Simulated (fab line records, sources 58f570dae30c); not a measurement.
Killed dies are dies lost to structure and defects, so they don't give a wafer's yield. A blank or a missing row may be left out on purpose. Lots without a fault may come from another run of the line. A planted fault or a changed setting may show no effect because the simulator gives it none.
Problem report in the 8D (eight disciplines) form, filled by code | flow berkeley_cmos170 | the parts of the form that need people (team, actions taken, sign-off) are left out

1. THE PROBLEM
wafer_temp_C_max at UCB170_CONTACT_RTA_08 reads a mean of 891.3 on 6 wafers of 2 lots; wafers without a fault read 904.2 with a standard deviation of 1.7. That is -7.6 standard deviations from the usual mean.
The step: time 10 s.
First seen on wafer L354.1, day 10 16:16, on rtp_anneal-01. The record holds 39 wafers of 13 lots with a number at this step. Rule for "out", or "out of limits": more than 4 standard deviations from the usual mean. The other wafers with a number count as sound.

2. WHAT IT IS AND WHAT IT IS NOT
question                    | is                     | is not
which readings at this step | wafer_temp_C_max       | lamp_power_pct
which lots                  | L354, L356             | L346, L347, L348, L349, L357, L358, L359, L363, L364, L367, L369
which wafers of those lots  | all that have a number | -
read on which tools         | rtp_anneal-01          | rtp_anneal-02
when                        | from day 10 16:16      | up to then (12 sound wafers); but 21 sound wafers of L357, L358, L359, L363, L364, L367, L369 came after

3. SUSPECTS, AND WHAT RULES EACH OUT
Counting: a tool at a process step up to the reading stays a suspect if it ran every lot that is out and no sound lot after the first of them.
- rtp_anneal-01 at UCB170_CONTACT_RTA_08 (time 10 s): kept. It ran every lot that is out, first L354 (day 10 16:16), and no sound lot after that; its last sound lot up to then is L348 (day 9 10:30). Its own readings are out on those wafers: wafer_temp_C_max.
Left after counting: rtp_anneal-01 at UCB170_CONTACT_RTA_08.

4. THE CAUSE (what the simulator had put in)
Process parameter drift: rtp_anneal-01, from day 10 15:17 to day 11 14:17, at UCB170_CONTACT_RTA_08. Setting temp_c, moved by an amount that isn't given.
Counting left only this tool.

5. THE CHAIN OF EFFECTS, in route order
Each row: a reading whose mean over the struck wafers that have a number lies more than 3 standard deviations from the usual. Only readings for which the record gives a usual standard deviation are gone through. hours: the time from each lot's start at the first step in this table that gives one to its start at this step, as a median over the lots. sigmas: the change in usual standard deviations.
hours | step                  | reading          | usual | on struck wafers | change | sigmas
0     | UCB170_CONTACT_RTA_08 | wafer_temp_C_max | 904.2 | 891.3            | -12.9  | -7.6
The process steps in it:
- UCB170_CONTACT_RTA_08: time 10 s.
Later measuring or inspecting steps at which every struck wafer that the step has a row for has a number for every such reading, and none has moved that far: UCB170_V1_THK_MEAS_04.

6. WHAT WOULD HAVE CAUGHT IT SOONER
In this record the first reading out of limits was taken at day 10 16:16, 1 hour after the fault began at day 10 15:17.
